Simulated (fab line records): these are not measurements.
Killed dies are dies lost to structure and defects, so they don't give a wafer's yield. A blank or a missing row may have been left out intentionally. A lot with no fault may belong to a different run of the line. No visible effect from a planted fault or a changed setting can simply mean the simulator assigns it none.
A single fault, viewed from 2 desks    flow ritCmos    only its own numbers are on each desk; what lay behind them is given at the end

## AT THE METROLOGY DESK
What the gauges read, lot by lot, whatever tool the lot ran on: means of the sampled wafers that have a number. A lot is out of limits, marked OUT, if its mean lies more than 4 standard deviations from the usual mean; the brackets give that distance.
Columns: A = NWELL_TW at RIT_NWELL_TW_MEAS_10, usual 2149; B = NWELL_RS at RIT_WELLDRIVE_RS_MEAS_01, usual 275.2 ohm/sq
lot   first seen here  A               B
L221  day 1 21:46      2115            276.0
L222  day 2 05:15      2143            275.9
L224  day 2 12:45      2175            276.0
L225  day 2 17:07      2175            274.7
L226  day 2 21:59      2127            275.5
L227  day 3 03:41      2166            274.6
L230  day 3 18:59      2170            275.0
L232  day 4 04:02      2175            275.2
L233  day 4 08:54      2162            274.1
L237  day 5 04:58      2135            276.2
L238  day 5 09:58      2144            275.2
L239  day 5 21:11      1842 (-13) OUT  368.7 (+99 or more) OUT
L241  day 6 01:38      1866 (-12) OUT  368.4 (+99 or more) OUT
L244  day 6 17:35      2154            273.7
This desk's result: L239, L241 out of limits, first on L239 (NWELL_TW at RIT_NWELL_TW_MEAS_10), day 5 21:11. Within limits: L221, L222, L224, L225, L226, L227, L230, L232, L233, L237, L238, L244.

## TOOL OWNER'S DESK, implanter-03
The tool's own readings at RIT_NWELL_IMPLANT_08, given as means over the sampled wafers that have a number, one for each lot that went through this tool. A lot is out of limits, marked OUT, if its mean lies more than 4 standard deviations from the usual mean; the brackets give that distance.
Columns: A = doseIonsCm2 at RIT_NWELL_IMPLANT_08, usual 5.001e+13; B = faradayCurrentUA at RIT_NWELL_IMPLANT_08, usual 159
lot   first seen here  A                            B
L222  day 2 04:58      5.000e+13                    159
L224  day 2 12:26      5.004e+13                    158
L225  day 2 16:48      4.999e+13                    159
L226  day 2 21:41      5.005e+13                    157
L227  day 3 03:22      5.004e+13                    157
L237  day 5 04:41      5.002e+13                    158
L239  day 5 20:53      3.127e+13 (-99 or more) OUT  100 (-18) OUT
L241  day 6 01:19      3.127e+13 (-99 or more) OUT  97 (-19) OUT
This desk's finding: out of limits on L239, L241; first on L239, day 5 20:53 (doseIonsCm2 at RIT_NWELL_IMPLANT_08). Within limits: L222, L224, L225, L226, L227, L237.

## PUT TOGETHER
The tool owner's desk had the chance to raise an alarm at day 5 20:53 on L239, L241.
The metrology desk could have raised an alarm at day 5 21:11, on L239, L241.
Of the lots named, all ran RIT_NWELL_IMPLANT_08 on implanter-03.

## WHAT THE SIMULATOR HAD INSERTED
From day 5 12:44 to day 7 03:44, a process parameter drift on implanter-03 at RIT_NWELL_IMPLANT_08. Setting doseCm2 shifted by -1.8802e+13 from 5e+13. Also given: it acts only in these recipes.
Lots struck among those shown: L239, L241.
Fault start to first reading out of limits, in hours, per desk: tool owner, 8; metrology, 8.
